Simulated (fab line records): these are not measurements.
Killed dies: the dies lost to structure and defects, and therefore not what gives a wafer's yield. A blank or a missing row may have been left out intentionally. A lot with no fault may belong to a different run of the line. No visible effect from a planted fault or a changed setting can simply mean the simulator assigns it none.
Code-filled problem report in 8D (eight disciplines) form + flow berkeleyCmos170 + the parts of the form that need people (team, actions taken, sign-off) are left out

== 1. WHAT WENT WRONG ==
Mean PLDD_TW at UCB170_PLDD_TW_MEAS_11: 1069 over 6 wafers in 2 lots; fault-free wafers: 1016, standard deviation 6.1. Relative to the usual mean, that is a shift of +8.7 standard deviations.
Seen first at day 8 06:46 on filmMetro-02, wafer L363.1. Wafers with a number at this step in the record: 42, from 14 lots. Rule for "out" (also "out of limits"): further than 4 standard deviations from the usual mean. The other wafers with a number count as sound.

== 2. WHAT THIS IS AND IS NOT ==
| question                    | is                         | is not                                                                                                   |
|-----------------------------|----------------------------|----------------------------------------------------------------------------------------------------------|
| which readings at this step | PLDD_TW                    | -                                                                                                        |
| which lots                  | L363, L365                 | L353, L354, L355, L356, L359, L366, L368, L369, L370, L372, L375, L376                                   |
| which wafers of those lots  | all that have a number     | -                                                                                                        |
| read on which gauges        | filmMetro-02, filmMetro-03 | filmMetro-04                                                                                             |
| when                        | from day 8 06:46           | up to then (15 sound wafers); but 21 sound wafers of L366, L368, L369, L370, L372, L375, L376 came after |

== 3. THE SUSPECTS, EACH WITH WHAT RULES IT OUT ==
Counting: a tool at a process step up to the reading stays a suspect if it ran every lot that is out and no sound lot after the first of them.
- the gauge at UCB170_PLDD_TW_MEAS_11: ruled out. The wafers that are out were read on 2 gauges (filmMetro-02, filmMetro-03).
- implanter-03 at UCB170_PLDD_IMPLANT_09: kept. It processed each lot that is out, first L363 at day 8 06:31, and no sound lot thereafter; up to then, the last sound lot it processed was L359 at day 8 00:08. Its own beamOnS, doseIonsCm2 readings are out on those wafers.
Remaining after the count: implanter-03 at UCB170_PLDD_IMPLANT_09.

== 4. THE CAUSE (what the simulator had put in) ==
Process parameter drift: implanter-03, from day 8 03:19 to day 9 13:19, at UCB170_PLDD_IMPLANT_09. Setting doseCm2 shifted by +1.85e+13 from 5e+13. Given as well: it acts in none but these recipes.
This tool alone remained once counting was done.

== 5. THE CHAIN OF EFFECTS, in route order ==
Rows list readings where the struck wafers' mean (over those with a number) sits beyond 3 standard deviations from the usual. Scope: only readings with a usual standard deviation given in the record; hours: median across lots of the time from each lot's start at the first step in this table that gives one to its start at this step; sigmas: change in usual standard deviations.
| hours | step                       | reading     | usual         | on struck wafers | change     | sigmas      |
|-------|----------------------------|-------------|---------------|------------------|------------|-------------|
| 0     | UCB170_PLDD_IMPLANT_09     | beamOnS     | 10.2 s        | 13.4             | +3.2       | +9.6        |
| 0     | UCB170_PLDD_IMPLANT_09     | doseIonsCm2 | 5.001e+13     | 6.852e+13        | +1.851e+13 | +99 or more |
| 0     | UCB170_PLDD_TW_MEAS_11     | PLDD_TW     | 1016          | 1069             | +53        | +8.7        |
| 13    | UCB170_SDANNEAL_RS_MEAS_04 | PLDD_RS     | 1030.7 ohm/sq | 899.1            | -131.6     | -60         |
Here are the process steps it includes:
- UCB170_PLDD_IMPLANT_09
Later steps that measure or inspect, where all struck wafers having a row at the step show a number for every such reading and not one has moved that far: UCB170_PSD_CD_MEAS_06, UCB170_PSD_OVL_MEAS_07.

== 6. WHAT WOULD HAVE CAUGHT IT SOONER ==
3 hours passed between the start of the fault at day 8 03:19 and the first reading out of limits at a measuring or inspecting step in this record, taken at day 8 06:46.
The tool's own readings at UCB170_PLDD_IMPLANT_09 were out on every struck wafer that the step has a row for (beamOnS, doseIonsCm2): an alarm limit on them would have fired on the first of those.
Among the 2 lots that are out, L365 began UCB170_PLDD_IMPLANT_09 on implanter-03 after day 8 06:46. It would have been spared by a hold on the tool at that moment.
